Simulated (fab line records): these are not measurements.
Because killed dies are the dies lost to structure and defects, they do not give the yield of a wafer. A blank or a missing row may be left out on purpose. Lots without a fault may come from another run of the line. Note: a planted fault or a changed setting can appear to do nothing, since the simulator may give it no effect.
One fault through the eyes of 2 desks	flow berkeley cmos170	what lay behind the numbers comes last; until then each desk has only its own

== FOR THE TOOL OWNER'S DESK: litho track-01 ==
The tool's own readings at UCB170_M2_COAT_10 (resist thk 900 nm): means of the sampled wafers that have a number, for each lot that ran on this tool. The brackets show how far a lot's mean lies from the usual mean; more than 4 standard deviations puts the lot out of limits, marked OUT.
Columns: A = chill plate temp C at UCB170_M2_COAT_10, usual 22.99 C; B = resist line temp C at UCB170_M2_COAT_10, usual 22.97 C; C = spin speed rpm at UCB170_M2_COAT_10, usual 1499.9 rpm
lot	first seen here	A	B	C
L332	day 8 06:00	23.01	22.92	1500.7
L337	day 9 13:00	23.07	22.88	1501.0
L339	day 9 13:00	22.96	22.92	1499.7
L340	day 9 21:00	22.84	22.94	1500.4
L347	day 11 11:00	22.93	22.95	1541.2 (+43) OUT
L346	day 11 14:00	22.73	23.03	1540.7 (+42) OUT
This desk finds L346, L347 out of limits, L347 being first, at day 11 11:00 (spin speed rpm at UCB170_M2_COAT_10). L332, L337, L339, L340: within limits.

== METROLOGY DESK ==
What the gauges read, lot by lot, whatever tool the lot ran on: means of the sampled wafers that have a number. The brackets show how far a lot's mean lies from the usual mean; more than 4 standard deviations puts the lot out of limits, marked OUT.
Columns: A = cd nm at UCB170_M2_CD_MEAS_90, usual 700.4 nm
lot	first seen here	A
L332	day 8 07:56	701.4
L334	day 8 10:32	697.6
L333	day 8 15:04	701.0
L339	day 9 14:32	700.8
L337	day 9 15:11	700.2
L340	day 9 22:59	700.6
L342	day 11 00:37	703.4
L347	day 11 12:49	701.2
L346	day 11 15:42	698.1
L349	day 11 21:00	699.9
L350	day 11 22:26	699.3
L351	day 12 06:32	701.7
L352	day 12 06:41	699.9
L355	day 13 07:35	699.9
This desk found nothing out of limits on any of the 14 lots.

== TAKEN TOGETHER ==
An alarm could have come from the tool owner's desk at day 11 11:00, on L346, L347.
At the metrology desk, nothing out of limits was observed.
The metrology desk has L346, L347 on record, within its limits.
UCB170_M2_COAT_10 was run on litho track-01 by each of the lots named.

== WHAT THE SIMULATOR HAD PUT IN ==
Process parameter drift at UCB170_M2_COAT_10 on litho track-01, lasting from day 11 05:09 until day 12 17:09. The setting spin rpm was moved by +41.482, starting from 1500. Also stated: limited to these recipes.
Struck lots among those shown: L346, L347.
How many hours passed from the start of the fault until each desk's first out-of-limits reading: the tool owner's desk, 6.
